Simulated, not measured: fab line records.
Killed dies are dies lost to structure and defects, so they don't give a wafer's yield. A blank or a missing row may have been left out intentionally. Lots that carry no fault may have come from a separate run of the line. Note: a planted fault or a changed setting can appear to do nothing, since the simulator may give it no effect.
Comparing a struck lot with a sound one | flow ritCmos | 15 steps out of a route of 202
Sound: the wafers L250.1, L250.3, L250.5. Struck: wafers L257.1, L257.2, L257.5. The cause is named last.
Each step with rows lists, per side, the tool, then ch with its chambers, then its first start. Under that, the readings that differ: sound wafers | struck wafers | difference of the means | sigmas: that difference in standard deviations of wafers without a fault.
alike: readings with means less than 2 such deviations apart, plus words and numbers identical on both sides. not compared: withheld readings, readings lacking a value on some wafer, bounds such as >300 that could conceal the same value, and numbers that have no deviation in the record and whose values overlap.
Wherever a step has rows on one side only, a row that says differs or no value, or a row with sigmas, the two part there. When numbers do not overlap yet have no deviation, they are printed without sigmas and do not part them. A reading missing from all wafers of one side parts the sides only when that side holds two or more wafers.

first, 2 steps without rows for these wafers: RIT_SDANNEAL_CLEAN_01 (cleans in dHF, time 29.45 s); RIT_SDANNEAL_CLEAN_02 (cleans in SC2, time 600 s).
RIT_SDANNEAL_RTA_03: time 5 s.
  sound on rtpAnneal-01 ch 0, day 3 12:47; struck on rtpAnneal-02 ch 0, day 5 03:35
  alike: wafer_temp_C_max
RIT_SDANNEAL_RS_MEAS_04: a four-point-probe measurement.
  sound on filmMetro-02, day 3 12:55; struck on filmMetro-03, day 5 03:38
reading         | sound             | struck            | difference | sigmas
PSD_RS (ohm/sq) | 115.8 115.8 115.7 | 116.7 116.5 116.7 | +0.9       | +3
RIT_SDANNEAL_RS_MEAS_05: a four-point-probe measurement.
  sound on filmMetro-02, day 3 13:02; struck on filmMetro-03, day 5 03:46
reading         | sound          | struck         | difference | sigmas
NSD_RS (ohm/sq) | 83.8 83.7 83.5 | 84.6 84.6 84.9 | +1.0       | +3
RIT_SDANNEAL_RS_MEAS_06: a four-point-probe measurement.
  sound on filmMetro-02, day 3 13:09; struck on filmMetro-03, day 5 03:53
  alike: PLDD_RS
RIT_SDANNEAL_RS_MEAS_07: a four-point-probe measurement.
  sound on filmMetro-02, day 3 13:16; struck on filmMetro-03, day 5 04:00
reading          | sound             | struck            | difference | sigmas
NLDD_RS (ohm/sq) | 151.1 151.3 151.1 | 152.8 152.6 151.8 | +1.2       | +2
then, 1 step without rows for these wafers: RIT_SILICIDE_WET_ETCH_00 (etches SiO2 in BOE, target depth 14 nm, time 15 s).
RIT_SILICIDE_SPUTTER_01: material Ti, target thk 30 nm, time 240 s.
  sound on pvdSputter-01, day 3 13:24; struck on pvdSputter-03, day 5 04:08
  alike: throttleValvePct
RIT_SILICIDE_RS_MEAS_02: a four-point-probe measurement.
  sound on filmMetro-03, day 3 13:33; struck on filmMetro-01, day 5 04:17
  alike: SILICIDE_TI_RS
RIT_SILICIDE_THK_MEAS_03: measures by xrf.
  sound on filmMetro-03, day 3 13:40; struck on filmMetro-01, day 5 04:25
  alike: SILICIDE_TI_THK
RIT_SILICIDE_RTA_04: time 10 s, ramp up 5 s, ramp down 5 s.
  sound on rtpAnneal-02 ch 0, day 3 13:44; struck on rtpAnneal-01 ch 0, day 5 04:28
  alike: wafer_temp_C_max
RIT_SILICIDE_WET_ETCH_05: etches Ti in SPM, time 120 s.
  sound on wetBench-04 ch 1, day 3 13:48; struck on wetBench-04 ch 3, day 5 04:36
  no value came back on the struck wafers for bathGuardTempC (C), bathHeatDutyPct (%); on the sound wafers bathGuardTempC (C) reads 90.5 90.3 90.3
RIT_SILICIDE_RTA_06: time 10 s, ramp up 5 s, ramp down 10 s.
  sound on rtpAnneal-01 ch 0, day 3 13:53; struck on rtpAnneal-02 ch 0, day 5 04:38
  alike: wafer_temp_C_max
RIT_M1_PROBE_99:
  the record has rows for the struck wafers here (prober-01, day 5 10:57) and none for the sound ones

## WHERE THEY PART
Earliest at RIT_SDANNEAL_RS_MEAS_04; latest, in this record, at RIT_M1_PROBE_99.

WHY: the cause the simulator had injected
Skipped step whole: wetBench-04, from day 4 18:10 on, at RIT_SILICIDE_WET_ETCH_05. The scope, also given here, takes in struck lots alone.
